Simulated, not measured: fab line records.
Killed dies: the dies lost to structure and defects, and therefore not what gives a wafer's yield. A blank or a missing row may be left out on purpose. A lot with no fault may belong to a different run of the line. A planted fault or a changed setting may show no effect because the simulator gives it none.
Commonality check across tools ; flow ritCmos ; Sample size 14 lots and 42 wafers

== WHAT PROMPTED THE OPENING ==
RIT_ACTIVE_THK_MEAS_02, reading ACTIVE_OXIDE_THK: flagged on 2 of 14 lots. No-fault wafers: 46.6 nm, standard deviation 0.87.
Rule: flag the lot when none of its wafers has a number, or when each of its wafers that has one lies beyond 4 standard deviations from that mean. All remaining lots are regarded as sound.

lot;measured;on;ACTIVE_OXIDE_THK (nm), wafer by wafer;flag
L321;day 1 12:03;filmMetro-04;46.6 45.6 47.2;
L322;day 1 17:03;filmMetro-04;46.2 44.5 45.7;
L323;day 1 22:04;filmMetro-01;46.0 46.4 46.2;
L324;day 2 03:04;filmMetro-04;47.2 47.2 46.5;
L325;day 2 09:02;filmMetro-02;46.3 46.6 45.0;
L326;day 2 13:04;filmMetro-02;46.6 46.2 46.2;
L327;day 2 18:05;filmMetro-02;46.2 46.5 46.0;
L329;day 3 04:04;filmMetro-02;46.6 47.4 46.7;
L331;day 3 15:18;filmMetro-02;46.3 47.4 46.0;
L333;day 4 00:38;filmMetro-02;44.9 44.7 45.9;
L336;day 4 16:30;filmMetro-01;46.2 46.8 46.7;
L341;day 5 16:05;filmMetro-02;33.8 33.9 33.7;FLAGGED
L342;day 5 21:03;filmMetro-02;34.7 33.4 33.5;FLAGGED
L343;day 6 02:04;filmMetro-02;47.2 47.6 46.7;
The numbers of the flagged lots are 33.8 nm on average: -12.8 nm against the usual, or -15 standard deviations.

== EACH LOT AND THE TOOL IT RAN ON ==
The record keeps 1 process step preceding the reading, out of 202 steps on the route. Cell contents, in order: the tool; ch with the chambers the sampled wafers went through; the start.
lot;flag;RIT_ACTIVE_OXIDATION_01
L321;;furnace-02 ch 0, day 1 10:07
L322;;furnace-04 ch 0, day 1 15:07
L323;;furnace-01 ch 0, day 1 20:07
L324;;furnace-01 ch 0, day 2 01:07
L325;;furnace-01 ch 0, day 2 07:06
L326;;furnace-02 ch 0, day 2 11:07
L327;;furnace-04 ch 0, day 2 16:07
L329;;furnace-02 ch 0, day 3 02:07
L331;;furnace-02 ch 0, day 3 13:20
L333;;furnace-02 ch 0, day 3 22:42
L336;;furnace-01 ch 0, day 4 14:34
L341;FLAGGED;furnace-02 ch 0, day 5 14:08
L342;FLAGGED;furnace-02 ch 0, day 5 19:07
L343;;furnace-04 ch 0, day 6 00:07
What these steps do:
- RIT_ACTIVE_OXIDATION_01: target thk 46.8 nm, ox time 3360 s.
- RIT_ACTIVE_THK_MEAS_02

== FLAGGED AGAINST TOTAL, ONE TOOL AT A TIME (gauges that did the reading follow at the end) ==
step;tool;lots run;flagged;share of the flagged lots;sound lots run after its first flagged lot
RIT_ACTIVE_OXIDATION_01;furnace-01;4;0;none;-
RIT_ACTIVE_OXIDATION_01;furnace-02;7;2;all;0
RIT_ACTIVE_OXIDATION_01;furnace-04;3;0;none;-
RIT_ACTIVE_THK_MEAS_02;filmMetro-01;2;0;none;-
RIT_ACTIVE_THK_MEAS_02;filmMetro-02;9;2;all;1 (L343)
RIT_ACTIVE_THK_MEAS_02;filmMetro-04;3;0;none;-

== THE TABLE: WHAT IT ALLOWS ==
Every flagged lot went through 2 rows of the table: furnace-02 at RIT_ACTIVE_OXIDATION_01 and filmMetro-02 at RIT_ACTIVE_THK_MEAS_02.
- furnace-02 at RIT_ACTIVE_OXIDATION_01 ran 7 lots, 2 of them flagged. A fault beginning between L333 (day 3 22:42), its last sound lot, and L341 (day 5 14:08), its first flagged one, fits the data. Its own readings (spikeTcCentreC, spikeTcLoadC, spikeTcSourceC, tubeCenterTempC, tube_center_temp_C_max) fall more than 4 standard deviations out on all wafers of the flagged lots.
- filmMetro-02 at RIT_ACTIVE_THK_MEAS_02 ran 9 lots, 2 of them flagged. Sound lots followed the first flagged one (L343) on it, something a lasting fault affecting the whole tool could not allow.
One tool is left: furnace-02 at RIT_ACTIVE_OXIDATION_01.

== WHAT THE SIMULATOR PUT IN ==
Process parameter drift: furnace-02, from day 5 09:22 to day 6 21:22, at RIT_ACTIVE_OXIDATION_01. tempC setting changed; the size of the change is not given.
Struck lots among those shown: L341, L342. This agrees with what the rule above found.
